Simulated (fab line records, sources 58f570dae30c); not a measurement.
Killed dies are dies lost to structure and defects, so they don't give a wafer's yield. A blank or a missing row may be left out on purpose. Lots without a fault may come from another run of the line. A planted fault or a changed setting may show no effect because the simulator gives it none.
One fault seen from 2 desks | flow berkeley_cmos170 | each desk has only its own numbers; what lay behind them comes last

THE METROLOGY DESK
What the gauges read, lot by lot, whatever tool the lot ran on: means of the sampled wafers that have a number. A lot is out of limits, marked OUT, if its mean lies more than 4 standard deviations from the usual mean; the brackets give that distance.
Columns: A = PLDD_TW at UCB170_PLDD_TW_MEAS_11, usual 1016; B = SPACER_TEOS_THK at UCB170_SPACER_THK_MEAS_01, usual 376 nm; C = cd_nm at UCB170_PSD_CD_MEAS_06, usual 1199.5 nm; D = NSD_OVL at UCB170_NSD_OVL_MEAS_07, usual 1 nm
lot  | first seen here | A    | B   | C      | D
L290 | day 5 19:08     | 1003 | 373 | 1196.6 | 14
L291 | day 6 05:25     | 1012 | 376 | 1199.9 | -5
L293 | day 6 19:33     | 1008 | 372 | 1198.7 | -1
L292 | day 6 19:50     | 1008 | 373 | 1199.9 | -3
L294 | day 6 20:03     | 1011 | 374 | 1201.5 | -3
L295 | day 7 03:53     | 1022 | 374 | 1199.1 | 13
L296 | day 7 16:06     | 1007 | 378 | 1200.1 | -4
L298 | day 7 22:42     | 1007 | 377 | 1198.3 | 2
L297 | day 7 22:59     | 1009 | 374 | 1201.1 | -3
L303 | day 9 16:02     | 1005 | 393 | 1199.5 | 5
L307 | day 9 20:28     | 1025 | 380 | 1201.6 | -2
L310 | day 10 22:17    | 1029 | 377 | 1200.1 | 1
L312 | day 10 23:09    | 1007 | 375 | 1198.5 | 8
This desk's finding: nothing out of limits on any of the 13 lots.

THE TOOL OWNER'S DESK: pecvd-04
The tool's own readings at UCB170_SPACER_CVD_00 (deposits SiO2 from TEOS/O2, target thk 376 nm, time 47 s): means of the sampled wafers that have a number, for each lot that ran on this tool. A lot is out of limits, marked OUT, if its mean lies more than 4 standard deviations from the usual mean; the brackets give that distance.
Columns: A = heater_power_w at UCB170_SPACER_CVD_00, usual 255 W; B = rf_fwd_power_W at UCB170_SPACER_CVD_00, usual 545.1 W
lot  | first seen here | A   | B
L291 | day 6 07:19     | 259 | 546.3
L293 | day 6 21:53     | 252 | 545.6
L294 | day 6 22:27     | 229 | 544.6
L303 | day 9 18:43     | 223 | 617.8 (+43) OUT
This desk's finding: out of limits on L303; first on L303, day 9 18:43 (rf_fwd_power_W at UCB170_SPACER_CVD_00). In limits: L291, L293, L294.

PUT TOGETHER
The tool owner's desk could have raised an alarm at day 9 18:43, on L303.
The metrology desk saw nothing out of limits.
The metrology desk has L303 on record, within its limits.
Of the lots named, all ran UCB170_SPACER_CVD_00 on pecvd-04.

WHAT THE SIMULATOR HAD PUT IN
Process parameter drift: pecvd-04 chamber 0, from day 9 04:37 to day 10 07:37, at UCB170_SPACER_CVD_00. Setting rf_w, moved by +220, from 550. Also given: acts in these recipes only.
Lots struck among those shown: L303.
Hours from the fault's start to each desk's first reading out of limits: the tool owner's desk, 14.
